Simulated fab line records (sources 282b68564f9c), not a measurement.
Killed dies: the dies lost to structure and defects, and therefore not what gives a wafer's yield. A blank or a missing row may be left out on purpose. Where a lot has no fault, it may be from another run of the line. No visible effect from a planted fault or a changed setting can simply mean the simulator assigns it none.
Which tool was responsible? | flow rit cmos | Sampling: 7 lots, 21 wafers, 2 of 202 route steps

## WHAT THE GAUGES SHOWED, per wafer
RIT_ACTIVE_THK_MEAS_02.
lot  | measured    | on            | ACTIVE_OXIDE_THK (nm)
L136 | day 1 23:59 | film metro-04 | 47.5 48.1 47.2
L138 | day 2 10:10 | film metro-01 | 48.1 47.7 47.7
L141 | day 2 23:04 | film metro-03 | 45.3 45.5 45.5
L143 | day 3 11:28 | film metro-03 | 46.0 46.9 45.7
L146 | day 4 01:06 | film metro-04 | 71.7 72.3 71.3
L150 | day 4 20:03 | film metro-01 | 46.2 46.0 46.3
L156 | day 6 02:03 | film metro-03 | 46.0 46.1 47.2

## WHAT TOOL EACH LOT RAN ON (gives the tool, then ch and the chambers of the sampled wafers, and finally the start)
lot  | RIT_ACTIVE_OXIDATION_01
L136 | furnace-04 ch 0, day 1 21:58
L138 | furnace-03 ch 0, day 2 08:13
L141 | furnace-04 ch 0, day 2 21:07
L143 | furnace-04 ch 0, day 3 09:32
L146 | furnace-04 ch 0, day 3 23:10
L150 | furnace-01 ch 0, day 4 18:07
L156 | furnace-03 ch 0, day 6 00:07
- RIT_ACTIVE_OXIDATION_01: target thk 46.8 nm, ox time 3360 s.

## THE ANSWER, worked out from the rows above alone
Rule: the lots themselves supply what counts as usual. The widest of any qualifying gaps counts: lots, ordered by their means at a reading, are off when they make up no more than a third of the lots, leave a main group of 4 or more, and stand apart from it by 3 or more times the standard deviation of that group's means. A main group is skipped when, at the precision printed for the reading in the tables above, its means are all equal. A lot without any number at a reading at which 4 lots or more have one is off too. Where the step has rows for the other lots, those lots are counted as sound.
Off: L146, seen at RIT_ACTIVE_THK_MEAS_02 (ACTIVE_OXIDE_THK). The main group: mean 46.6 nm, standard deviation 0.84.
A tool fits if, at a process step before that reading, it ran every lot that is off, and no sound lot after the first of them. Those tools and the gauges at RIT_ACTIVE_THK_MEAS_02 are tried in the same way. Can't be told from this: 2 tools fit, furnace-04 at RIT_ACTIVE_OXIDATION_01, film metro-04 at RIT_ACTIVE_THK_MEAS_02.

## WHAT THE SIMULATOR PUT IN
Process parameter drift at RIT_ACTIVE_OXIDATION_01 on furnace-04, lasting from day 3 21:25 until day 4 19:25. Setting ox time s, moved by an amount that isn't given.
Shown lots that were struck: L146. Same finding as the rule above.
